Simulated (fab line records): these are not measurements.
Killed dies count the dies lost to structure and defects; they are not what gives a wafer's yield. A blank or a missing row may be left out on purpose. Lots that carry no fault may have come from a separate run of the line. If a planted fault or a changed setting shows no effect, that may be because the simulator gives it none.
A struck lot beside a sound one / flow rit-cmos / 16 out of 202 route steps
Sound: wafers L541.1, L541.2, L541.4. Wafers L537.1, L537.3, L537.5 were the ones struck. The cause comes at the end.
At each step with rows: each side's tool, then ch and its chambers, then its first start. Under that, the readings that differ: sound wafers / struck wafers / difference of the means / sigmas: that difference in standard deviations of wafers without a fault.
alike: same words and numbers on both sides, and readings whose means sit less than 2 such deviations apart. not compared: any withheld reading, any reading some wafer has no value for, any bound like >300 that may hide the same value, and any number with overlapping values for which the record gives no deviation.
The two part at a step that has a row with sigmas, a row that says differs or no value, or rows on one side only. Non-overlapping numbers with no deviation appear without sigmas and do not part them. Lack of a reading on every wafer of one side parts them only where that side has two or more wafers.

RIT_GATE_THK_MEAS_07:
  sound on film-metro-03, day 6 15:41; struck on film-metro-01, day 5 20:00
  alike: GATE_OXIDE_THK
then, 1 step without rows for these wafers: RIT_GATE_CVD_08 (deposits poly-Si from SiH4, target thk 250 nm, time 2220 s).
RIT_GATE_THK_MEAS_09:
  sound on film-metro-04, day 6 17:22; struck on film-metro-04, day 5 22:29
  alike: GATE_POLY_THK
then, 6 steps without rows for these wafers: RIT_GATE_HMDS_10 (prime time 60 s); RIT_GATE_COAT_11 (resist thk 850 nm); RIT_GATE_SOFTBAKE_12 (time 60 s); RIT_GATE_EXPOSE_13 (exposes mask M6, target cd 150 nm); RIT_GATE_PEB_14; RIT_GATE_DEVELOP_15 (develop time 50 s).
RIT_GATE_CD_MEAS_16: the cd target is 150 nm.
  sound on cd-sem-01, day 6 18:17; struck on cd-sem-01, day 5 23:31
  alike: cd-nm
RIT_GATE_OVL_MEAS_17:
  sound on overlay-02, day 6 18:24; struck on overlay-02, day 5 23:38
  alike: GATE_OVL
then, 1 step without rows for these wafers: RIT_GATE_HARDBAKE_18 (time 60 s).
RIT_GATE_ETCH_19: etches poly-Si in SF6/CHF3/O2, stops on SiO2, time 165 s, target depth 312.5 nm.
  sound on rie-si-02 ch 0,2,3, day 6 18:39; struck on rie-si-02 ch 1,2,3, day 5 23:49
  no value came back on the struck wafers for any of 8 readings (CHF3_flow_sccm (sccm), O2_flow_sccm (sccm) and others); on the sound wafers CHF3_flow_sccm (sccm) reads 30.02 29.98 29.93
reading=model.NOVOLAK_of_GATE_COAT_11.thk-nm (nm); sound=674.5 669.2 669.8; struck=753.8 754.2 754.2; difference=+82.9; sigmas=
reading=model.SiO2_of_FOX2_OXIDATION_00.thk-nm (nm); sound=242.5 247.9 246.8; struck=261.7 268.3 258.3; difference=+17.0; sigmas=
RIT_GATE_STRIP_20: strips in O2, time 180 s.
  sound on plasma-asher-01 ch 0,1, day 6 18:46; struck on plasma-asher-04 ch 0,1, day 5 23:56
  alike: drypump-motor-current-A
  not compared: rf-hours-counter-h
RIT_GATE_CD_MEAS_90: the cd target is 150 nm.
  sound on cd-sem-02, day 6 18:56; struck on cd-sem-02, day 6 00:06
reading=cd-nm (nm); sound=150.5 149.2 149.1; struck=- - -; difference=no value on the struck wafers; sigmas=
RIT_M1_PROBE_99:
  sound on prober-02, day 7 15:55; struck on prober-02, day 6 20:02
reading=hold; sound=- - -; struck=await-dispo/6.5h/scrap await-dispo/6.5h/scrap await-dispo/6.5h/scrap; difference=no value on the sound wafers; sigmas=
reading=killed-at-front-end; sound=7 10 4; struck=263 264 264; difference=+257; sigmas=+99 or more
reading=killed-dies; sound=7 10 4; struck=264 264 264; difference=+257; sigmas=+99 or more
reading=killed-on-rim; sound=3 3 0; struck=70 70 70; difference=+68; sigmas=+49
  alike: killed-at-contacts, killed-open, killed-short

== WHERE THEY PART ==
Earliest at RIT_GATE_ETCH_19; latest, in this record, at RIT_M1_PROBE_99.

WHY: what had been put in by the simulator
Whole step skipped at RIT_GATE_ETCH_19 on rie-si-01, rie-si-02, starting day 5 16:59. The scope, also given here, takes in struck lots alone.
